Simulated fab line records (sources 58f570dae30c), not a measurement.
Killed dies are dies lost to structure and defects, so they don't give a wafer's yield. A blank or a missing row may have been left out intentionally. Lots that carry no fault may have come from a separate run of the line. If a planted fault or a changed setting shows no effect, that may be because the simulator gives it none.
8D (eight disciplines) problem report, filled in by code :: flow berkeley cmos170 :: the parts of the form that need people (team, actions taken, sign-off) are left out

## 1. WHAT WENT WRONG
Wafers with no fault read 15.38 s with a standard deviation of 0.11, whereas strip time to endpoint s at UCB170_V2_STRIP_15 reads a mean of 15.86 s on 1 wafer of 1 lot. That is +4.4 standard deviations from the usual mean.
The step: strips in O2.
Seen first at day 9 14:23 on plasma asher-01, wafer L354.4. The record holds 39 wafers of 13 lots with a number at this step. The rule behind "out" and "out of limits": a value lying over 4 standard deviations away from the usual mean. The rest of the wafers with a number are treated as sound.

## 2. WHAT THIS IS AND IS NOT
question: which readings at this step
is: strip time to endpoint s
is not: drypump motor current A, oes product au

question: which lots
is: L354
is not: L344, L345, L346, L347, L348, L360, L361, L362, L363, L365, L366, L367

question: which wafers of those lots
is: L354.4
is not: L354.1, L354.2

question: read on which tools
is: plasma asher-01
is not: plasma asher-03, plasma asher-04

question: when
is: from day 9 14:23
is not: up to then (17 sound wafers); but 21 sound wafers of L360, L361, L362, L363, L365, L366, L367 came after

## 3. SUSPECTS, AND WHAT RULES EACH OUT
Counting: any tool at a process step up to the reading remains a suspect provided it ran every lot that is out. Sound lots after the first of them don't rule it out here, since some wafers of a struck lot are sound.
- plasma asher-01 at UCB170_M2_STRIP_07 (strips in O2): kept. It ran the lot that is out, L354 (day 9 08:58); its last sound lot up to then is L345 (day 7 06:42).
- rie diel-04 at UCB170_V2_ETCH_14 (etches SiO2 in CHF3/CF4/Ar, stops on Al, target depth 1250 nm, time 291 s): kept. It ran the lot that is out, L354 (day 9 14:12); its last sound lot up to then is L347 (day 8 11:43).
- plasma asher-01 at UCB170_V2_STRIP_15 (strips in O2): kept. It ran the lot that is out, L354 (day 9 14:23); its last sound lot up to then is L347 (day 8 11:53). Its own readings are out on those wafers: strip time to endpoint s.
- In rie diel-04 at UCB170_V2_ETCH_14, the wafers that are out were processed in chamber 2 and their sound lot-mates in chambers 0, 3.
plasma asher-01 at UCB170_M2_STRIP_07, rie diel-04 at UCB170_V2_ETCH_14 and plasma asher-01 at UCB170_V2_STRIP_15 are what is left after counting.

## 4. THE CAUSE (what the simulator had put in)
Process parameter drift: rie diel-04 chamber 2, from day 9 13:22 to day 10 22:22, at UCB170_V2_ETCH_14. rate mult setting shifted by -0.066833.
3 suspects survive the count, and this tool is in that group.

## 5. SEQUENCE OF EFFECTS, ordered by route
Each row: a reading whose mean over the struck wafers that have a number lies more than 3 standard deviations from the usual. Readings are gone through only where the record gives a usual standard deviation; hours: the median, over the lots, of the time from a lot's start at the first step in this table giving one to that lot's start at this step; sigmas: the change measured in usual standard deviations.
hours: 0
step: UCB170_V2_STRIP_15
reading: strip time to endpoint s
usual: 15.38 s
on struck wafers: 15.86
change: +0.48
sigmas: +4.4
Its process steps:
- UCB170_V2_STRIP_15: strips in O2.

## 6. WHAT WOULD HAVE CAUGHT IT SOONER
In this record the first reading out of limits was taken at day 9 14:23, 1 hour after the fault began at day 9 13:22.
An alarm limit of 4 standard deviations would not have fired on the tool readings at UCB170_V2_ETCH_14 for which the record gives a usual standard deviation, since none of them was out on any struck wafer.
Each of the lots that are out, 1 in all, had begun UCB170_V2_ETCH_14 on rie diel-04 no later than day 9 14:23. Holding the tool at that point would not have protected any of them.
